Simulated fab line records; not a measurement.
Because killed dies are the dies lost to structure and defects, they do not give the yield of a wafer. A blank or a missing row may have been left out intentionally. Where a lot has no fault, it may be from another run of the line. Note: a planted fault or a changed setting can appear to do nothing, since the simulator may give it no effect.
What tool caused it? | flow berkeley-cmos170 | 42 wafers sampled from 14 lots at 1 step of a route of 331

== WHAT THE GAUGES READ, wafer by wafer ==
No reading from a measuring or inspecting step in the record can be judged against a usual standard deviation.

== WHICH TOOL RAN EACH LOT (tool, then ch and the chambers of the sampled wafers, then the start) ==
lot  | UCB170_CONTACT_EXPOSE_12
L622 | krf-scanner-01 ch 0, day 6 18:02
L621 | krf-scanner-01 ch 0, day 6 18:32
L624 | krf-scanner-01 ch 0, day 7 13:49
L625 | krf-scanner-01, day 7 16:01
L626 | krf-scanner-01, day 7 16:10
L627 | krf-scanner-02 ch 0, day 8 02:08
L635 | krf-scanner-01 ch 0, day 10 04:19
L637 | krf-scanner-02 ch 0, day 10 05:18
L639 | krf-scanner-01 ch 0, day 10 22:37
L640 | krf-scanner-01 ch 0, day 10 22:41
L641 | krf-scanner-01 ch 0, day 10 22:49
L642 | krf-scanner-02 ch 0, day 11 10:22
L643 | krf-scanner-01 ch 0, day 11 11:22
L644 | krf-scanner-02 ch 0, day 11 14:07
- UCB170_CONTACT_EXPOSE_12: exposes mask CONT, target cd 700 nm.

== WHAT THE TOOLS THEMSELVES READ (means of the sampled wafers that have a number; where no wafer has one, the mark that the record gives instead) ==
UCB170_CONTACT_EXPOSE_12.
lot  | tool           | exposure-dose-mJ-cm2 | focus-offset-nm (nm) | reticle-temp-C (C)
L622 | krf-scanner-01 | 34.97                | -0.2                 | 22.89
L621 | krf-scanner-01 | 34.98                | -0.9                 | 22.96
L624 | krf-scanner-01 | 34.96                | -0.2                 | 23.00
L625 | krf-scanner-01 | -                    | -                    | -
L626 | krf-scanner-01 | -                    | -                    | -
L627 | krf-scanner-02 | 35.07                | 0.6                  | 22.90
L635 | krf-scanner-01 | 34.95                | -1.0                 | 23.11
L637 | krf-scanner-02 | 35.00                | -0.4                 | 23.13
L639 | krf-scanner-01 | 35.04                | 0.2                  | 23.05
L640 | krf-scanner-01 | 35.01                | 0.5                  | 23.00
L641 | krf-scanner-01 | 34.97                | 0.7                  | 23.08
L642 | krf-scanner-02 | 35.00                | 0.7                  | 23.07
L643 | krf-scanner-01 | 34.98                | 0.3                  | 22.94
L644 | krf-scanner-02 | 35.01                | -0.3                 | 23.07

== THE ANSWER, worked out from the rows above alone ==
Rule: usual is defined by the lots themselves. Put in order of their means at a reading, lots are off if they are a third of the lots or fewer, leave a main group of 4 or more, and stand apart from it by a gap of 3 or more times the standard deviation of the main group's means; of several such gaps the widest counts. A main group whose means are all the same, to the digits that the tables above print for the reading, isn't used. Also off: a lot with no number at a reading for which 4 or more lots have one. Any other lot the step has rows for is counted as sound. The gauges are gone through in route order, then the tools' own readings, and for those a lot's mean is taken as printed above. At the first step where some lot is off, the reading lying furthest off is the one used; lots without a number count as furthest.
Off: L625, L626 (UCB170_CONTACT_EXPOSE_12, exposure-dose-mJ-cm2). Without a number there: L625, L626. The main group: mean 34.99, standard deviation 0.033.
If a tool, at that step or one of the process steps before it, ran each lot that is off and ran no sound lot following the first of them, it fits. Of those tried, none fits.

== WHAT THE SIMULATOR PUT IN ==
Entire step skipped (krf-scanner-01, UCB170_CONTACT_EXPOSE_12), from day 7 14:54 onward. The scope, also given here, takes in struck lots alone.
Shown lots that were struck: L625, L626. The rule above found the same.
